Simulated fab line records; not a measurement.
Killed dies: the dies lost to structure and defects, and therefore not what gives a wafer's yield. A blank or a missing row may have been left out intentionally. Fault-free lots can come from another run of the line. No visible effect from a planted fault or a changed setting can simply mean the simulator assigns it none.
Which of the tools did it?	flow berkeley_cmos170	21 wafers from 7 lots sampled at 3 of the route's 331 steps

WHAT EACH GAUGE READ, for each wafer
UCB170_V2_THK_MEAS_04.
lot	measured	on	V2_POLISHED_THK (nm)
L818	day 8 17:41	film_metro-03	999.3 1001.0 999.7
L823	day 10 02:13	film_metro-04	1001.5 999.3 1000.8
L829	day 10 19:34	film_metro-04	999.6 998.0 1001.3
L833	day 11 14:43	film_metro-02	998.3 998.0 998.1
L836	day 11 15:16	film_metro-04	997.7 998.9 999.6
L835	day 12 00:06	film_metro-03	1001.5 998.5 1000.3

TOOL THAT RAN EACH LOT (tool first, then ch and the chambers of the sampled wafers, then the start)
lot	UCB170_V1_STRIP_15	UCB170_M2_STRIP_19
L818	plasma_asher-04 ch 0,1, day 8 13:32	plasma_asher-03 ch 0,1, day 8 16:48
L823	plasma_asher-02 ch 0,1, day 9 22:23	plasma_asher-03 ch 0,1, day 10 01:22
L829	plasma_asher-01 ch 0,1, day 10 15:25	plasma_asher-03 ch 0,1, day 10 18:43
L828	plasma_asher-01 ch 0,1, day 10 16:09	plasma_asher-03 ch 0, day 10 19:41
L833	plasma_asher-02 ch 0,1, day 11 11:12	plasma_asher-03 ch 0,1, day 11 13:52
L836	plasma_asher-01 ch 0,1, day 11 11:45	plasma_asher-03 ch 0,1, day 11 14:25
L835	plasma_asher-01 ch 0,1, day 11 19:35	plasma_asher-02 ch 0,1, day 11 23:15
- UCB170_V1_STRIP_15: strips in O2.
- UCB170_M2_STRIP_19: strips in O2.

THE ANSWER, worked out from the rows above alone
Rule: the lots themselves supply what counts as usual. The widest of any qualifying gaps counts: lots, ordered by their means at a reading, are off when they make up no more than a third of the lots, leave a main group of 4 or more, and stand apart from it by 3 or more times the standard deviation of that group's means. A main group whose means are all the same, to the digits that the tables above print for the reading, isn't used. A lot without any number at a reading at which 4 lots or more have one is off too. The other lots that the step has rows for count as sound.
No lot is off at any reading shown: from this, nothing can be told.

WHAT THE SIMULATOR HAD PUT IN
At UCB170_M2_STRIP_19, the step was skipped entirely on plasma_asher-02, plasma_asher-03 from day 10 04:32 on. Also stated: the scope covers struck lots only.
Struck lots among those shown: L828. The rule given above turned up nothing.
